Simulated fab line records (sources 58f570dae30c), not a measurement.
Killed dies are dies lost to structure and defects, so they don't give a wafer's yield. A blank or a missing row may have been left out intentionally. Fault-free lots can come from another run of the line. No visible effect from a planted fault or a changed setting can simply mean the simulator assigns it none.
A lot that was struck, set against a sound lot -- flow berkeleyCmos170 -- 31 out of 331 route steps
Sound: the wafers L328.3, L328.4, L328.6. The struck wafers were L342.4, L342.5, L342.6. At the end, the cause is stated.
Each step with rows lists, per side, the tool, then ch with its chambers, then its first start. Under that, the readings that differ: sound wafers -- struck wafers -- difference of the means -- sigmas: that difference in standard deviations of wafers without a fault.
alike: readings whose means differ by less than 2 such deviations, and words and numbers that are the same on both sides. not compared: withheld readings, readings that some wafer has no value for, bounds like >300 that may hide the same value, and numbers for which the record gives no deviation and whose values overlap.
The two part at a step that has a row with sigmas, a row that says differs or no value, or rows on one side only. Numbers that have no deviation but don't overlap get no sigmas and don't part them. A reading that every wafer of one side lacks parts them only if that side has two wafers or more.

first, 1 step without rows for these wafers: UCB170_SDANNEAL_RTA_01 (time 5 s).
UCB170_SDANNEAL_RS_MEAS_02: the measuring method here is four-point-probe.
  sound on filmMetro-01 at day 7 21:31; struck on filmMetro-01 at day 11 05:10
  alike: PSD_RS
UCB170_SDANNEAL_RS_MEAS_03: the measuring method here is four-point-probe.
  sound on filmMetro-01 at day 7 21:38; struck on filmMetro-01 at day 11 05:17
  alike: NSD_RS
UCB170_SDANNEAL_RS_MEAS_04: the measuring method here is four-point-probe.
  sound on filmMetro-01 at day 7 21:46; struck on filmMetro-01 at day 11 05:24
  alike: PLDD_RS
UCB170_SDANNEAL_RS_MEAS_05: the measuring method here is four-point-probe.
  sound on filmMetro-01 at day 7 21:53; struck on filmMetro-01 at day 11 05:31
  alike: NLDD_RS
then, 1 step without rows for these wafers: UCB170_SILICIDE_PRE_CLEAN_00 (preclean etch time 60 s).
UCB170_SILICIDE_SPUTTER_01: material Ti, target thk 30 nm, time 25 s.
  sound on pvdSputter-02 at day 7 22:02; struck on pvdSputter-04 at day 11 05:39
reading,sound,struck,difference,sigmas
throttleValvePct (%),28.1 30.0 28.1,29.8 31.4 31.1,+2.0,+2
UCB170_SILICIDE_RS_MEAS_02: the measuring method here is four-point-probe.
  sound on filmMetro-03 at day 7 22:06; struck on filmMetro-03 at day 11 05:44
  alike: SILICIDE_TI_RS
UCB170_SILICIDE_THK_MEAS_03: measures by xrf.
  sound on filmMetro-03 at day 7 22:12; struck on filmMetro-03 at day 11 05:50
  alike: SILICIDE_TI_THK
then, 3 steps without rows for these wafers: UCB170_SILICIDE_RTA_04 (time 15 s); UCB170_SILICIDE_WET_ETCH_05 (etches Ti in SPM, time 45 s); UCB170_CONTACT_CLEAN_00 (cleans in SPM, time 600 s).
UCB170_CONTACT_CVD_01: deposits PSG from SiH4/O2/PH3, target thk 700 nm, time 2820 s.
  sound on lpcvd-02 ch 0, day 7 22:31; struck on lpcvd-01 ch 0, day 11 06:10
reading,sound,struck,difference,sigmas
pressureMtorr (mTorr),299.6 299.0 299.9,450.0 450.3 450.6,+150.8,+99 or more
model.PSG_of_CONTACT_CVD_01.thkNm (nm),701.9 702.2 702.4,859.4 859.5 867.3,+159.9,
  alike: sih4FlowSccm
UCB170_CONTACT_THK_MEAS_02:
  sound on filmMetro-04 at day 8 00:19; struck on filmMetro-01 at day 11 07:59
reading,sound,struck,difference,sigmas
CONTACT_PSG_THK (nm),702 702 702,859 859 867,+160,+25
then, 3 steps without rows for these wafers: UCB170_CONTACT_HMDS_03 (prime time 60 s); UCB170_CONTACT_COAT_04 (resist thk 900 nm); UCB170_CONTACT_SOFTBAKE_05 (time 60 s).
UCB170_CONTACT_STRIP_06: strips in O2.
  sound on plasmaAsher-03 ch 0,1, day 8 00:50; struck on plasmaAsher-04 ch 0,1, day 11 08:29
  alike: drypumpMotorCurrentA, oesProductAu, stripTimeToEndpointS
  not compared: rfHoursCounterH
then, 1 step without rows for these wafers: UCB170_CONTACT_CLEAN_07 (cleans in SPM, time 600 s).
UCB170_CONTACT_RTA_08: time 10 s.
  sound on rtpAnneal-01 ch 0, day 8 01:06; struck on rtpAnneal-01 ch 0, day 11 10:10
  alike: lampPowerPct, wafer_temp_C_max
then, 6 steps without rows for these wafers: UCB170_CONTACT_COAT_09; UCB170_CONTACT_COAT_10 (resist thk 900 nm); UCB170_CONTACT_SOFTBAKE_11 (time 57.77 s); UCB170_CONTACT_EXPOSE_12 (exposes mask CONT, target cd 700 nm); UCB170_CONTACT_PEB_13; UCB170_CONTACT_DEVELOP_14 (develop time 45 s).
UCB170_CONTACT_CD_MEAS_15: target cd 700 nm.
  sound on cdSem-01 at day 8 02:17; struck on cdSem-02 at day 11 11:13
  alike: cdNm
UCB170_CONTACT_OVL_MEAS_16:
  sound on overlay-01 at day 8 02:23; struck on overlay-01 at day 11 11:18
  alike: CONTACT_OVL
UCB170_CONTACT_ETCH_17: etches BARC in N2/H2.
  sound on rieDiel-03 ch 1,2,3, day 8 02:24; struck on rieDiel-03 ch 0,1, day 11 11:19
  alike: drypumpMotorCurrentA, oesProductAu, throttleValvePct
UCB170_CONTACT_ETCH_18: etches PSG in CHF3/CF4/Ar, stops on TiSi2, target depth 840 nm, time 195 s.
  sound: rieDiel-03 ch 1,2,3; struck: rieDiel-03 ch 0,1
reading,sound,struck,difference,sigmas
oesProductAu (a.u.),0.896 0.930 0.880,1.024 0.991 1.035,+0.115,+8
model.etch.depthNm (nm),701.9 702.2 702.4,850.7 857.7 852.7,+151.5,
model.CONTACT.featureDepthNm (nm),701.9 702.2 702.4,850.7 857.7 852.7,+151.5,
  alike: drypumpMotorCurrentA, throttleValvePct
  not compared: rfHoursCounterH
UCB170_CONTACT_STRIP_19: strips in O2.
  sound on plasmaAsher-01 ch 0,1, day 8 02:36; struck on plasmaAsher-04 ch 0,1, day 11 11:31
  alike: drypumpMotorCurrentA, oesProductAu
  not compared: rfHoursCounterH

## WHERE THEY PART
Last at UCB170_CONTACT_ETCH_18 as far as this record goes, first at UCB170_SILICIDE_SPUTTER_01. Later steps at which nothing parts them and some readings are alike: UCB170_CONTACT_STRIP_19.

WHY: whatever the simulator had introduced
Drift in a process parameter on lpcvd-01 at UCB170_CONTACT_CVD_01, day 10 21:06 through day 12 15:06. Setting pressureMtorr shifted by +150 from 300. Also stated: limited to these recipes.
